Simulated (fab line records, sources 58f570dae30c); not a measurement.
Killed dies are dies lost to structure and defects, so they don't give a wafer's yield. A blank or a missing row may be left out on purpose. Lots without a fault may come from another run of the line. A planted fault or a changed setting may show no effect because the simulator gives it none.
A struck lot beside a sound one | flow berkeley_cmos170 | 43 steps out of a route of 331
Sound: wafers L938.1, L938.4, L938.5. Struck: wafers L944.1, L944.2, L944.3. The cause comes at the end.
At each step with rows: each side's tool, then ch and its chambers, then its first start. Under that, the readings that differ: sound wafers | struck wafers | difference of the means | sigmas: that difference in standard deviations of wafers without a fault.
alike: readings whose means differ by less than 2 such deviations, and words and numbers that are the same on both sides. not compared: withheld readings, readings that some wafer has no value for, bounds like >300 that may hide the same value, and numbers for which the record gives no deviation and whose values overlap.
The two part at a step that has a row with sigmas, a row that says differs or no value, or rows on one side only. Numbers that don't overlap but have no deviation are shown without sigmas and don't part them. A reading that every wafer of one side lacks parts them only if that side has two wafers or more.

first, 1 step without rows for these wafers: UCB170_PLDD_IMPLANT_09.
UCB170_PLDD_STRIP_10: strips in O2.
  sound on plasma_asher-01 ch 0,1, day 9 11:00; struck on plasma_asher-01 ch 0,1, day 11 12:34
  alike: drypump_motor_current_A, oes_product_au, strip_time_to_endpoint_s
  not compared: rf_hours_counter_h
UCB170_PLDD_TW_MEAS_11:
  sound on film_metro-01, day 9 11:06; struck on film_metro-04, day 11 12:40
  alike: PLDD_TW
then, 7 steps without rows for these wafers: UCB170_PLDD_CLEAN_12 (cleans in SPM, time 600 s); UCB170_NLDD_HMDS_00 (prime time 60 s); UCB170_NLDD_COAT_01 (resist thk 900 nm); UCB170_NLDD_SOFTBAKE_02 (time 60 s); UCB170_NLDD_EXPOSE_03 (exposes mask NSELECT, target cd 1200 nm); UCB170_NLDD_PEB_04; UCB170_NLDD_DEVELOP_05 (develop time 45 s).
UCB170_NLDD_CD_MEAS_06: target cd 1200 nm.
  sound on cd_sem-02, day 9 12:22; struck on cd_sem-01, day 11 13:59
  alike: cd_nm
UCB170_NLDD_OVL_MEAS_07:
  sound on overlay-01, day 9 12:29; struck on overlay-02, day 11 14:06
  alike: NLDD_OVL
UCB170_NLDD_IMPLANT_08:
  sound on implanter-02 ch 0, day 9 12:31; struck on implanter-01 ch 0, day 11 14:08
  reading                   | sound             | struck            | difference | sigmas
  implant_ion_amu           | 75 75 75          | 49 49 49          | -26        |
  model.implant.drp_nm (nm) | 9.611 9.611 9.611 | 12.97 12.97 12.97 | +3.36      |
  model.implant.rp_nm (nm)  | 21.2 21.2 21.2    | 24.2 24.2 24.2    | +3.0       |
  alike: dose_ions_cm2
then, 1 step without rows for these wafers: UCB170_NLDD_IMPLANT_09.
UCB170_NLDD_STRIP_10: strips in O2.
  sound on plasma_asher-02 ch 0, day 9 12:49; struck on plasma_asher-02 ch 0,1, day 11 14:26
  alike: drypump_motor_current_A, oes_product_au, strip_time_to_endpoint_s
  not compared: rf_hours_counter_h
UCB170_NLDD_TW_MEAS_11:
  sound on film_metro-01, day 9 12:55; struck on film_metro-04, day 11 14:32
  reading | sound          | struck         | difference | sigmas
  NLDD_TW | 2193 2199 2186 | 1921 1928 1927 | -267       | -12
then, 1 step without rows for these wafers: UCB170_NLDD_CLEAN_12 (cleans in SPM, time 600 s).
UCB170_SPACER_CVD_00: deposits SiO2 from TEOS/O2, target thk 376 nm, time 47 s.
  sound on pecvd-03 ch 0,2, day 9 13:10; struck on pecvd-03 ch 0,1,2, day 11 18:12
  alike: heater_power_w, susceptor_temp_C
UCB170_SPACER_THK_MEAS_01:
  sound on film_metro-03, day 9 13:12; struck on film_metro-01, day 11 18:15
  alike: SPACER_TEOS_THK
then, 1 step without rows for these wafers: UCB170_SPACER_ANNEAL_02 (time 1800 s).
UCB170_SPACER_ETCHBACK_03: etches SiO2 in CHF3/CF4/Ar, stops on Si, target depth 376 nm, time 100 s.
  sound on rie_diel-03 ch 1,2,3, day 9 19:22; struck on rie_diel-03 ch 0,1,3, day 12 00:43
  alike: drypump_motor_current_A, oes_product_au, throttle_valve_pct
  not compared: rf_hours_counter_h
then, 6 steps without rows for these wafers: UCB170_PSD_HMDS_00 (prime time 60 s); UCB170_PSD_COAT_01 (resist thk 900 nm); UCB170_PSD_SOFTBAKE_02 (time 60 s); UCB170_PSD_EXPOSE_03 (exposes mask PSELECT MOD, target cd 1200 nm); UCB170_PSD_PEB_04; UCB170_PSD_DEVELOP_05 (develop time 45 s).
UCB170_PSD_CD_MEAS_06: target cd 1200 nm.
  sound on cd_sem-01, day 9 21:05; struck on cd_sem-01, day 12 02:20
  alike: cd_nm
UCB170_PSD_OVL_MEAS_07:
  sound on overlay-02, day 9 21:12; struck on overlay-01, day 12 02:27
  alike: PSD_OVL
then, 1 step without rows for these wafers: UCB170_PSD_IMPLANT_08.
UCB170_PSD_STRIP_09: strips in O2.
  sound on plasma_asher-02 ch 0, day 9 21:23; struck on plasma_asher-01 ch 0,1, day 12 02:38
  reading                     | sound       | struck      | difference | sigmas
  drypump_motor_current_A (A) | 6.6 6.5 6.6 | 5.1 5.2 5.1 | -1.4       | -3
  alike: oes_product_au, strip_time_to_endpoint_s
  not compared: rf_hours_counter_h
UCB170_PSD_TW_MEAS_10:
  sound on film_metro-01, day 9 21:29; struck on film_metro-01, day 12 02:44
  alike: PSD_TW
then, 7 steps without rows for these wafers: UCB170_PSD_CLEAN_11 (cleans in SPM, time 600 s); UCB170_NSD_HMDS_00 (prime time 60 s); UCB170_NSD_COAT_01 (resist thk 900 nm); UCB170_NSD_SOFTBAKE_02 (time 60 s); UCB170_NSD_EXPOSE_03 (exposes mask NSELECT MOD, target cd 1200 nm); UCB170_NSD_PEB_04; UCB170_NSD_DEVELOP_05 (develop time 45 s).
UCB170_NSD_CD_MEAS_06: target cd 1200 nm.
  sound on cd_sem-02, day 9 22:49; struck on cd_sem-01, day 12 04:02
  alike: cd_nm
UCB170_NSD_OVL_MEAS_07:
  sound on overlay-02, day 9 22:56; struck on overlay-02, day 12 04:10
  reading      | sound  | struck    | difference | sigmas
  NSD_OVL (nm) | 7 3 -1 | -7 -10 -5 | -10        | -2
then, 1 step without rows for these wafers: UCB170_NSD_IMPLANT_08.
UCB170_SDANNEAL_RS_MEAS_05: measures by four-point-probe.
  sound on film_metro-02, day 10 00:40; struck on film_metro-01, day 12 05:53
  reading          | sound             | struck | difference                    | sigmas
  NLDD_RS (ohm/sq) | 617.1 615.5 616.0 | - - -  | no value on the struck wafers |

WHERE THEY PART
First at UCB170_NLDD_TW_MEAS_11; last, within this record, at UCB170_SDANNEAL_RS_MEAS_05.

WHY: what the simulator had put in
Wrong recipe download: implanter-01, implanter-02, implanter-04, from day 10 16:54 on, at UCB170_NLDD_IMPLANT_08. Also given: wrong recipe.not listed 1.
